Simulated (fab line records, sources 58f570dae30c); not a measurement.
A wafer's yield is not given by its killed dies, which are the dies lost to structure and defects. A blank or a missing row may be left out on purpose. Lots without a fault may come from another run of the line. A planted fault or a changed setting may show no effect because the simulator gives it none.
fab line records	flow berkeley-cmos170
record: lots: 5	wafers: 23
route steps=331 shown NWELL@21 ACTIVE@71 NVT@111 GATE@133 NLDD@168 PSD@183 NSD@191
start-h: hours from the record's first day to the start of the lot's first wafer shown	wait-h: hours elapsed since this lot's preceding step	" as in the row above	L1.1+2: several wafers, shown together as one row	- either no value or no given start	* or withheld: withheld	< > ~ a bound
route shown NAME@n: NAME is a module with steps in the file, n the number in the route of the first one	usual: mean and standard deviation over wafers with no fault	same: alike in all rows	chamber/n: place in a boat	sites: per-site readings	_std_site: their standard deviation	_edge_site: the outer-site mean with the inner-site mean subtracted	radius-mm: for every site, how far away it sits from the centre of the wafer	mask NAME#n: copy n	behind: the tool/chamber that last shaped the wafer	hold: reason for holding the lot/hours on hold/outcome of the hold	device: names the non-switching transistor (n, p or np)	end of line: the route-end tests of the same wafers	where a step has no rows: the recipe by itself	killed: at the first sort, the dies lost to defects and structure; wafer yield is something else	map: dies across one wafer; x = killed, . = not, _ = none there
set.NAME: the setting as run; set.NAME@STEP: as run at that earlier step	model.NAME: the simulator's own value behind a step, which no gauge read
lots whose settings were changed on purpose; a table a step, a row a wafer
== steps ==
step: UCB170_NWELL_COAT_07
recipe: resist: KrF	spin-rpm: 1500	resist-thk-nm: 900
lot.wafer	tool	chamber	start-h	wait-h	set.spin-rpm	model.KrF_of_NWELL_COAT_07.thk-nm
L075.1	litho-track-02	0	35.07	0.1	1469	911.2
L075.2	"	0	"	"	1469	907.3
L075.4	"	0	"	"	1500	901
L075.5	"	0	"	"	1500	898.1
L075.6	"	0	"	"	1500	899.3
L076.1	litho-track-01	0	35.08	0.1	1500	896.6
L076.2	"	0	"	"	1500	897.3
L076.3	"	0	"	"	1500	898.9
L076.5	"	0	"	"	1500	896.5
L076.6	"	0	"	"	1500	897
L077.1	litho-track-04	0	46.40	0.1	1500	898.5
L077.3	"	0	"	"	1448	913.8
L077.4	"	0	"	"	1500	899.1
L077.5	"	0	"	"	1500	898.1
L077.6	"	0	"	"	1448	915.1
L078.1	litho-track-01	0	53.95	0.1	1500	901.1
L078.2	"	0	"	"	1500	903
L078.6	"	0	"	"	1500	899.9
L079.1	litho-track-04	0	53.99	0.1	1500	905.9
L079.3	"	0	"	"	1448	921.4
L079.4	"	0	"	"	1448	922.1
L079.5	"	0	"	"	1500	902.6
L079.6	"	0	"	"	1500	904.1
step: UCB170_ACTIVE_PEB_11
recipe: peb-temp-c: 130	peb-time-s: withheld	resist: KrF
lot.wafer	tool	chamber	start-h	wait-h	set.peb-temp-c
L075.1+2+4+5+6	litho-track-02	0	82.28	0.9	130
L076.1+2	litho-track-01	0	82.46	0.8	130
L076.3+5+6	"	0	"	"	127.6
L077.1+5+6	litho-track-01	0	88.14	0.2	130
L077.3+4	"	0	"	"	131.3
L078.1+2+6	litho-track-02	0	95.42	0.9	130
L079.1+3+5	litho-track-03	0	95.42	0.8	130
L079.4+6	"	0	"	"	132.5
step: UCB170_ACTIVE_DEVELOP_12
recipe: developer: TMAH	develop-time-s: 45	resist: KrF	dev-temp-c: 21
step: UCB170_ACTIVE_CD_MEAS_13
recipe: target-cd-nm: 1200
usual: cd-nm: 1199.9/1.3
lot.wafer	tool	chamber	start-h	wait-h	set.peb-temp-c@ACTIVE_PEB_11	cd-nm
L075.1	cd-sem-01	-	82.55	-	130	1199.3
L075.2	"	-	"	"	130	1199.5
L075.4	"	-	"	"	130	1199.7
L075.5	"	-	"	"	130	1199.7
L075.6	"	-	"	"	130	1198.7
L076.1	cd-sem-02	-	82.73	-	130	1200.9
L076.2	"	-	"	"	130	1199.5
L076.3	"	-	"	"	127.6	1219.1
L076.5	"	-	"	"	127.6	1218.5
L076.6	"	-	"	"	127.6	1218.3
L077.1	cd-sem-02	-	88.42	-	130	1200.2
L077.3	"	-	"	"	131.3	1190.9
L077.4	"	-	"	"	131.3	1189.7
L077.5	"	-	"	"	130	1199.9
L077.6	"	-	"	"	130	1200.0
L078.1	cd-sem-02	-	95.69	-	130	1202.3
L078.2	"	-	"	"	130	1202.2
L078.6	"	-	"	"	130	1201.7
L079.1	cd-sem-01	-	95.69	-	130	1199.2
L079.3	"	-	"	"	130	1198.4
L079.4	"	-	"	"	132.5	1184.2
L079.5	"	-	"	"	130	1198.9
L079.6	"	-	"	"	132.5	1183.5
step: UCB170_ACTIVE_ETCH_15
recipe: chemistry: CH3F/Ar/O2	target: Si3N4	stop-on: SiO2	CH3F_flow_sccm: 20	Ar_flow_sccm: 50	O2_flow_sccm: 7	pressure-mtorr: 50	rf-w: 450	target-depth-a: 2420	over-etch-frac: 0.1	time-s: 151
lot.wafer	tool	chamber	start-h	wait-h	set.peb-temp-c@ACTIVE_PEB_11	model.ACTIVE.cd-nm
L075.1+2+6	rie-diel-01	1,2,1	82.71	0.0	130	1199
L075.4+5	"	0	"	"	130	1200
L076.1	rie-diel-04	3	82.89	0.0	130	1201
L076.2	"	0	"	"	130	1199
L076.3	"	2	"	"	127.6	1219
L076.5+6	"	2,1	"	"	127.6	1218
L077.1+5+6	rie-diel-01	2,1,0	88.58	0.0	130	1200
L077.3+4	"	0,2	"	"	131.3	1190
L078.1+2+6	rie-diel-02	1,3,2	95.85	0.0	130	1202
L079.1+5	rie-diel-04	1	95.85	0.0	130	1199
L079.3	"	3	"	"	130	1198
L079.4	"	2	"	"	132.5	1184
L079.6	"	2	"	"	132.5	1183
step: UCB170_ACTIVE_STRIP_16
recipe: chemistry: O2	power-w: 400	pressure-mtorr: 3500	platen-temp-c: withheld	o2-flow-sccm: 400	overash-fraction: 0.5
usual: oes-product-au: 0.720/0.0039	strip-time-to-endpoint-s: 18.08/0.089
lot.wafer	tool	chamber	start-h	wait-h	set.power-w	oes-product-au	strip-time-to-endpoint-s
L075.1	plasma-asher-04	0	82.81	0.1	434.3	0.754	16.88
L075.2	"	1	"	"	400	0.712	18.00
L075.4	"	0	"	"	434.3	0.748	17.07
L075.5	"	0	"	"	434.3	0.749	17.11
L075.6	"	1	"	"	400	0.724	18.02
L076.1	plasma-asher-02	0	82.99	0.1	400	0.714	18.01
L076.2	"	1	"	"	400	0.720	18.13
L076.3	"	1	"	"	400	0.725	17.97
L076.5	"	0	"	"	400	0.725	17.90
L076.6	"	1	"	"	400	0.720	18.15
L077.1	plasma-asher-02	1	88.68	0.1	400	0.723	17.99
L077.3	"	1	"	"	400	0.728	18.06
L077.4	"	0	"	"	400	0.723	18.04
L077.5	"	0	"	"	425.6	0.732	17.06
L077.6	"	1	"	"	425.6	0.742	17.34
L078.1	plasma-asher-03	1	95.95	0.1	400	0.719	18.09
L078.2	"	0	"	"	400	0.722	17.95
L078.6	"	0	"	"	400	0.724	18.06
L079.1	plasma-asher-02	1	95.95	0.1	400	0.723	18.13
L079.3	"	1	"	"	445.9	0.756	16.74
L079.4	"	0	"	"	445.9	0.764	16.67
L079.5	"	1	"	"	400	0.722	18.06
L079.6	"	0	"	"	445.9	0.761	16.71
step: UCB170_ACTIVE_CD_MEAS_90
recipe: target-cd-nm: 1200
usual: cd-nm: 1199.9/1.3
lot.wafer	tool	chamber	start-h	wait-h	set.peb-temp-c@ACTIVE_PEB_11	cd-nm
L075.1	cd-sem-01	-	83.11	0.3	130	1199.1
L075.2	"	-	"	"	130	1199.3
L075.4	"	-	"	"	130	1199.5
L075.5	"	-	"	"	130	1200.0
L075.6	"	-	"	"	130	1198.8
L076.1	cd-sem-01	-	83.23	0.2	130	1200.9
L076.2	"	-	"	"	130	1199.3
L076.3	"	-	"	"	127.6	1219.1
L076.5	"	-	"	"	127.6	1218.0
L076.6	"	-	"	"	127.6	1218.5
L077.1	cd-sem-02	-	88.78	0.1	130	1200.5
L077.3	"	-	"	"	131.3	1190.5
L077.4	"	-	"	"	131.3	1189.6
L077.5	"	-	"	"	130	1199.7
L077.6	"	-	"	"	130	1199.9
L078.1	cd-sem-02	-	96.10	0.1	130	1202.5
L078.2	"	-	"	"	130	1202.6
L078.6	"	-	"	"	130	1201.5
L079.1	cd-sem-01	-	96.21	0.2	130	1199.4
L079.3	"	-	"	"	130	1198.1
L079.4	"	-	"	"	132.5	1184.4
L079.5	"	-	"	"	130	1198.9
L079.6	"	-	"	"	132.5	1183.3
step: UCB170_NVT_IMPLANT_07
recipe: species: BF2	dose-cm2: 3e+12	energy-kev: 50	tilt-deg: 7
lot.wafer	tool	chamber	start-h	wait-h	set.energy-kev	model.implant.rp-nm	model.implant.drp-nm
L076.1+2+5	implanter-04	0	111.92	0.0	50	36.96	18.57
L076.3+6	"	0	"	"	48.81	36.09	18.25
L075.1+6	implanter-01	0	113.37	0.0	52.44	40.27	19.22
L075.2+4+5	"	0	"	"	50	38.41	18.57
L077.1+3+5	implanter-01	0	118.58	0.0	50	36.93	18.57
L077.4+6	"	0	"	"	51.62	38.11	19
L079.1+3+4	implanter-02	0	126.43	0.0	48.04	34.54	18.04
L079.5+6	"	0	"	"	50	35.94	18.57
L078.1+2+6	implanter-01	0	126.63	0.0	50	36.4	18.57
step: UCB170_GATE_COAT_07
recipe: resist: KrF	spin-rpm: 1500	resist-thk-nm: 900
lot.wafer	tool	chamber	start-h	wait-h	set.resist-thk-nm	model.KrF_of_GATE_COAT_07.thk-nm
L076.1	litho-track-03	0	-	-	900	901.5
L076.2	"	0	"	"	900	896.5
L076.3	"	0	"	"	900	900.4
L076.5	"	0	"	"	866.6	868.3
L076.6	"	0	"	"	866.6	867.6
L075.1	litho-track-02	0	-	-	900	898.9
L075.2	"	0	"	"	860.8	861.8
L075.4	"	0	"	"	860.8	861.2
L075.5	"	0	"	"	900	898.7
L075.6	"	0	"	"	860.8	861
L077.1	litho-track-02	0	-	-	900	903.2
L077.3	"	0	"	"	861.6	865.2
L077.4	"	0	"	"	900	902.9
L077.5	"	0	"	"	900	904.1
L077.6	"	0	"	"	861.6	865.7
L079.1	litho-track-03	0	-	-	900	900.4
L079.3	"	0	"	"	900	902.2
L079.4	"	0	"	"	900	903.3
L079.5	"	0	"	"	900	904.6
L079.6	"	0	"	"	900	904.2
L078.1	litho-track-01	0	-	-	900	901.9
L078.2	"	0	"	"	900	899.7
L078.6	"	0	"	"	900	899.5
step: UCB170_GATE_PEB_10
recipe: peb-temp-c: 130	peb-time-s: withheld	resist: KrF
lot.wafer	tool	chamber	start-h	wait-h	set.peb-temp-c
L076.1+2+3+5+6	litho-track-02	0	125.77	0.5	130
L075.1+2	litho-track-03	0	129.18	0.1	130
L075.4+5+6	"	0	"	"	133.3
L077.1+3	litho-track-03	0	138.36	0.4	130
L077.4+5+6	"	0	"	"	127.5
L079.1+5+6	litho-track-03	0	138.64	0.5	130
L079.3+4	"	0	"	"	133.5
L078.1+2+6	litho-track-03	0	138.91	0.5	130
step: UCB170_GATE_DEVELOP_11
recipe: developer: TMAH	develop-time-s: 45	resist: KrF	dev-temp-c: 21
step: UCB170_GATE_CD_MEAS_12
recipe: target-cd-nm: 350
usual: cd-nm: 350.0/1.5
lot.wafer	tool	chamber	start-h	wait-h	set.peb-temp-c@GATE_PEB_10	cd-nm
L076.1	cd-sem-02	-	126.05	-	130	350.4
L076.2	"	-	"	"	130	352.6
L076.3	"	-	"	"	130	351.8
L076.5	"	-	"	"	130	349.9
L076.6	"	-	"	"	130	350.4
L075.1	cd-sem-01	-	129.45	-	130	351.8
L075.2	"	-	"	"	130	349.4
L075.4	"	-	"	"	133.3	332.1
L075.5	"	-	"	"	133.3	333.3
L075.6	"	-	"	"	133.3	330.5
L077.1	cd-sem-01	-	138.64	-	130	345.8
L077.3	"	-	"	"	130	346.4
L077.4	"	-	"	"	127.5	366.4
L077.5	"	-	"	"	127.5	367.2
L077.6	"	-	"	"	127.5	365.2
L079.1	cd-sem-01	-	138.91	-	130	349.1
L079.3	"	-	"	"	133.5	328.6
L079.4	"	-	"	"	133.5	328.7
L079.5	"	-	"	"	130	349.4
L079.6	"	-	"	"	130	348.7
L078.1	cd-sem-02	-	139.24	-	130	350.0
L078.2	"	-	"	"	130	349.5
L078.6	"	-	"	"	130	350.1
step: UCB170_GATE_ETCH_14
recipe: chemistry: N2/H2	target-depth-a: withheld	overetch-a: withheld	target: BARC	time-s: withheld	source-w: 500	bias-w: 100	pressure-mtorr: 30	n2-flow-sccm: 100	h2-flow-sccm: 200
step: UCB170_GATE_ETCH_15
recipe: chemistry: HBr/Cl2	target: poly-Si	stop-on: SiO2	over-etch-frac: 0.3	icp-w: 300	bias-w: 150	time-s: 56.3	pressure-mtorr: 15	HBr_flow_sccm: 150	Cl2_flow_sccm: 50	target-depth-a: 2782
lot.wafer	tool	chamber	start-h	wait-h	set.resist-thk-nm@GATE_COAT_07	set.peb-temp-c@GATE_PEB_10	model.KrF_of_GATE_COAT_07.thk-nm	model.GATE.cd-nm
L076.1	rie-si-02	3	126.25	-	900	130	774.1	350.5
L076.2	"	1	"	"	900	130	773.6	352.7
L076.3	"	0	"	"	900	130	775.1	351.5
L076.5	"	2	"	"	866.6	130	745.2	349.6
L076.6	"	3	"	"	866.6	130	739.8	350.4
L075.1	rie-si-02	0	129.65	-	900	130	775.6	351.8
L075.2	"	2	"	"	860.8	130	738.2	350.1
L075.4	"	1	"	"	860.8	133.3	739.1	331.5
L075.5	"	1	"	"	900	133.3	776.2	332.9
L075.6	"	0	"	"	860.8	133.3	737.3	330.4
L077.1	rie-si-01	3	138.84	-	900	130	778.2	346.2
L077.3	"	0	"	"	861.6	130	743.5	346.5
L077.4	"	2	"	"	900	127.5	780	366
L077.5	"	1	"	"	900	127.5	780.5	366.7
L077.6	"	0	"	"	861.6	127.5	744.1	364.9
L079.1	rie-si-02	3	139.11	-	900	130	772.2	349.2
L079.3	"	0	"	"	900	133.5	777.2	328.4
L079.4	"	1	"	"	900	133.5	779.9	328.9
L079.5	"	0	"	"	900	130	779.1	349.2
L079.6	"	3	"	"	900	130	776	349.4
L078.1	rie-si-01	0	139.44	-	900	130	779.2	350.5
L078.2	"	2	"	"	900	130	777.2	350
L078.6	"	1	"	"	900	130	774.1	350.2
step: UCB170_GATE_STRIP_16
recipe: chemistry: O2	power-w: 400	pressure-mtorr: 3500	platen-temp-c: withheld	o2-flow-sccm: 400	overash-fraction: 0.5
step: UCB170_GATE_CD_MEAS_90
recipe: target-cd-nm: 350
usual: cd-nm: 350.1/1.5
lot.wafer	tool	chamber	start-h	wait-h	set.peb-temp-c@GATE_PEB_10	cd-nm
L076.1	cd-sem-02	-	126.39	0.1	130	350.4
L076.2	"	-	"	"	130	352.7
L076.3	"	-	"	"	130	351.6
L076.5	"	-	"	"	130	349.1
L076.6	"	-	"	"	130	350.6
L075.1	cd-sem-02	-	129.80	0.1	130	351.7
L075.2	"	-	"	"	130	350.2
L075.4	"	-	"	"	133.3	331.6
L075.5	"	-	"	"	133.3	332.8
L075.6	"	-	"	"	133.3	330.3
L077.1	cd-sem-02	-	138.99	0.1	130	346.3
L077.3	"	-	"	"	130	346.6
L077.4	"	-	"	"	127.5	365.7
L077.5	"	-	"	"	127.5	366.7
L077.6	"	-	"	"	127.5	365.1
L079.1	cd-sem-01	-	139.31	0.1	130	349.3
L079.3	"	-	"	"	133.5	328.5
L079.4	"	-	"	"	133.5	329.1
L079.5	"	-	"	"	130	349.7
L079.6	"	-	"	"	130	349.7
L078.1	cd-sem-02	-	139.59	0.1	130	350.7
L078.2	"	-	"	"	130	350.1
L078.6	"	-	"	"	130	350.2
step: UCB170_NLDD_STRIP_10
recipe: chemistry: O2	power-w: 400	pressure-mtorr: 3500	platen-temp-c: withheld	o2-flow-sccm: 400	overash-fraction: 0.5
usual: strip-time-to-endpoint-s: 21.64/0.084
lot.wafer	tool	chamber	start-h	wait-h	set.o2-flow-sccm	strip-time-to-endpoint-s
L076.1	plasma-asher-04	0	130.11	0.1	400	21.74
L076.2	"	1	"	"	436	21.52
L076.3	"	0	"	"	436	21.51
L076.5	"	0	"	"	400	21.79
L076.6	"	1	"	"	400	21.69
L075.1	plasma-asher-03	1	133.70	0.1	400	21.44
L075.2	"	0	"	"	441.5	21.15
L075.4	"	1	"	"	400	21.42
L075.5	"	1	"	"	441.5	21.10
L075.6	"	0	"	"	441.5	21.23
L077.1	plasma-asher-04	0	143.66	0.1	400	21.68
L077.3	"	1	"	"	400	21.67
L077.4	"	0	"	"	400	21.66
L077.5	"	0	"	"	436.9	21.42
L077.6	"	1	"	"	436.9	21.43
L079.1	plasma-asher-01	0	143.77	0.1	441.6	21.40
L079.3	"	1	"	"	400	21.71
L079.4	"	0	"	"	400	21.77
L079.5	"	1	"	"	441.6	21.45
L079.6	"	0	"	"	400	21.71
L078.1	plasma-asher-03	0	144.02	0.1	400	21.69
L078.2	"	1	"	"	400	21.57
L078.6	"	0	"	"	400	21.59
step: UCB170_PSD_IMPLANT_08
recipe: species: B	dose-cm2: 3e+15	energy-kev: 20	tilt-deg: 7
lot.wafer	tool	chamber	start-h	wait-h	set.dose-cm2
L076.1+3+6	implanter-04	0	135.96	0.0	3.119e+15
L076.2+5	"	0	"	"	3e+15
L075.1+2+4+5+6	implanter-02	0	140.90	0.0	3e+15
L077.1+3+4+5+6	implanter-04	0	152.17	0.1	3e+15
L079.1+4+5	implanter-02	0	152.38	0.0	3e+15
L079.3+6	"	0	"	"	2.799e+15
L078.1+2+6	implanter-04	0	152.62	0.0	3e+15
step: UCB170_PSD_STRIP_09
recipe: chemistry: O2	power-w: 400	pressure-mtorr: 3500	platen-temp-c: withheld	o2-flow-sccm: 400	overash-fraction: 0.5
usual: strip-time-to-endpoint-s: 29.44/0.082
lot.wafer	tool	chamber	start-h	wait-h	set.dose-cm2@PSD_IMPLANT_08	strip-time-to-endpoint-s
L076.1	plasma-asher-02	0	136.11	0.1	3.119e+15	29.80
L076.2	"	1	"	"	3e+15	29.35
L076.3	"	0	"	"	3.119e+15	29.77
L076.5	"	0	"	"	3e+15	29.41
L076.6	"	1	"	"	3.119e+15	29.77
L075.1	plasma-asher-01	0	141.05	0.1	3e+15	29.46
L075.2	"	1	"	"	3e+15	29.61
L075.4	"	0	"	"	3e+15	29.49
L075.5	"	1	"	"	3e+15	29.55
L075.6	"	0	"	"	3e+15	29.53
L077.1	plasma-asher-02	1	152.32	0.1	3e+15	29.53
L077.3	"	1	"	"	3e+15	29.45
L077.4	"	0	"	"	3e+15	29.54
L077.5	"	1	"	"	3e+15	29.57
L077.6	"	0	"	"	3e+15	29.54
L079.1	plasma-asher-03	0	152.53	0.1	3e+15	29.35
L079.3	"	1	"	"	2.799e+15	28.62
L079.4	"	0	"	"	3e+15	29.35
L079.5	"	1	"	"	3e+15	29.32
L079.6	"	0	"	"	2.799e+15	28.67
L078.1	plasma-asher-01	1	152.77	0.1	3e+15	29.51
L078.2	"	0	"	"	3e+15	29.39
L078.6	"	1	"	"	3e+15	29.48
step: UCB170_NSD_PEB_04
recipe: peb-temp-c: 130	peb-time-s: withheld	resist: KrF
lot.wafer	tool	chamber	start-h	wait-h	set.peb-temp-c
L076.1+6	litho-track-03	0	137.19	0.3	131.7
L076.2+3+5	"	0	"	"	130
L075.1+2+5	litho-track-03	0	142.89	0.8	126.1
L075.4+6	"	0	"	"	130
L077.1+4+6	litho-track-01	0	153.48	0.2	130
L077.3+5	"	0	"	"	132.9
L079.1+3+4+5+6	litho-track-02	0	153.99	0.1	130
L078.1+2+6	litho-track-03	0	154.24	0.1	130
step: UCB170_NSD_DEVELOP_05
recipe: developer: TMAH	develop-time-s: 45	resist: KrF	dev-temp-c: 21
step: UCB170_NSD_CD_MEAS_06
recipe: target-cd-nm: 1200
usual: cd-nm: 1200.8/1.4
lot.wafer	tool	chamber	start-h	wait-h	set.peb-temp-c@NSD_PEB_04	cd-nm
L076.1	cd-sem-02	-	137.46	-	131.7	1211.0
L076.2	"	-	"	"	130	1199.5
L076.3	"	-	"	"	130	1201.1
L076.5	"	-	"	"	130	1201.6
L076.6	"	-	"	"	131.7	1211.2
L075.1	cd-sem-01	-	143.16	-	126.1	1169.9
L075.2	"	-	"	"	126.1	1168.9
L075.4	"	-	"	"	130	1198.8
L075.5	"	-	"	"	126.1	1167.7
L075.6	"	-	"	"	130	1199.9
L077.1	cd-sem-01	-	153.75	-	130	1202.1
L077.3	"	-	"	"	132.9	1220.7
L077.4	"	-	"	"	130	1202.0
L077.5	"	-	"	"	132.9	1220.0
L077.6	"	-	"	"	130	1203.1
L079.1	cd-sem-02	-	154.27	-	130	1200.3
L079.3	"	-	"	"	130	1203.7
L079.4	"	-	"	"	130	1201.2
L079.5	"	-	"	"	130	1201.0
L079.6	"	-	"	"	130	1201.8
L078.1	cd-sem-01	-	154.51	-	130	1198.1
L078.2	"	-	"	"	130	1200.0
L078.6	"	-	"	"	130	1198.5
== key ==
split: step: UCB170_NWELL_COAT_07	setting: spin-rpm	stated: 1500	by: wafer
response: step: UCB170_NWELL_COAT_07	reading: model.KrF_of_NWELL_COAT_07.thk-nm	change: -4.81	per: 1%	r: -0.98
split: step: UCB170_ACTIVE_PEB_11	setting: peb-temp-c	stated: 130	by: wafer
response: step: UCB170_ACTIVE_CD_MEAS_13	reading: cd-nm	change: -8.96	per: 1%	r: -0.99
response: step: UCB170_ACTIVE_ETCH_15	reading: model.ACTIVE.cd-nm	change: -9.03	per: 1%	r: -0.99
response: step: UCB170_ACTIVE_CD_MEAS_90	reading: cd-nm	change: -8.99	per: 1%	r: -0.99
split: step: UCB170_ACTIVE_STRIP_16	setting: power-w	stated: 400	by: wafer
response: step: UCB170_ACTIVE_STRIP_16	reading: oes-product-au	change: +0.00323	per: 1%	r: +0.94
response: step: UCB170_ACTIVE_STRIP_16	reading: strip-time-to-endpoint-s	change: *	per: 1%	r: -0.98
split: step: UCB170_NVT_IMPLANT_07	setting: energy-kev	stated: 50	by: wafer
response: step: UCB170_NVT_IMPLANT_07	reading: model.implant.rp-nm	change: +0.369	per: 1%	r: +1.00
response: step: UCB170_NVT_IMPLANT_07	reading: model.implant.drp-nm	change: +0.134	per: 1%	r: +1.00
split: step: UCB170_GATE_COAT_07	setting: resist-thk-nm	stated: 900	by: wafer
response: step: UCB170_GATE_COAT_07	reading: model.KrF_of_GATE_COAT_07.thk-nm	change: +8.68	per: 1%	r: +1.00
response: step: UCB170_GATE_ETCH_15	reading: model.KrF_of_GATE_COAT_07.thk-nm	change: +8.52	per: 1%	r: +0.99
split: step: UCB170_GATE_PEB_10	setting: peb-temp-c	stated: 130	by: wafer
response: step: UCB170_GATE_CD_MEAS_12	reading: cd-nm	change: -8.1	per: 1%	r: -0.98
response: step: UCB170_GATE_ETCH_15	reading: model.GATE.cd-nm	change: -8.18	per: 1%	r: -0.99
response: step: UCB170_GATE_CD_MEAS_90	reading: cd-nm	change: -8.19	per: 1%	r: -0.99
split: step: UCB170_NLDD_STRIP_10	setting: o2-flow-sccm	stated: 400	by: wafer
response: step: UCB170_NLDD_STRIP_10	reading: strip-time-to-endpoint-s	change: *	per: 1%	r: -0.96
split: step: UCB170_PSD_IMPLANT_08	setting: dose-cm2	stated: 3e+15	by: wafer
response: step: UCB170_PSD_STRIP_09	reading: strip-time-to-endpoint-s	change: *	per: 1%	r: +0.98
split: step: UCB170_NSD_PEB_04	setting: peb-temp-c	stated: 130	by: wafer
response: step: UCB170_NSD_CD_MEAS_06	reading: cd-nm	change: +9.25	per: 1%	r: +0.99
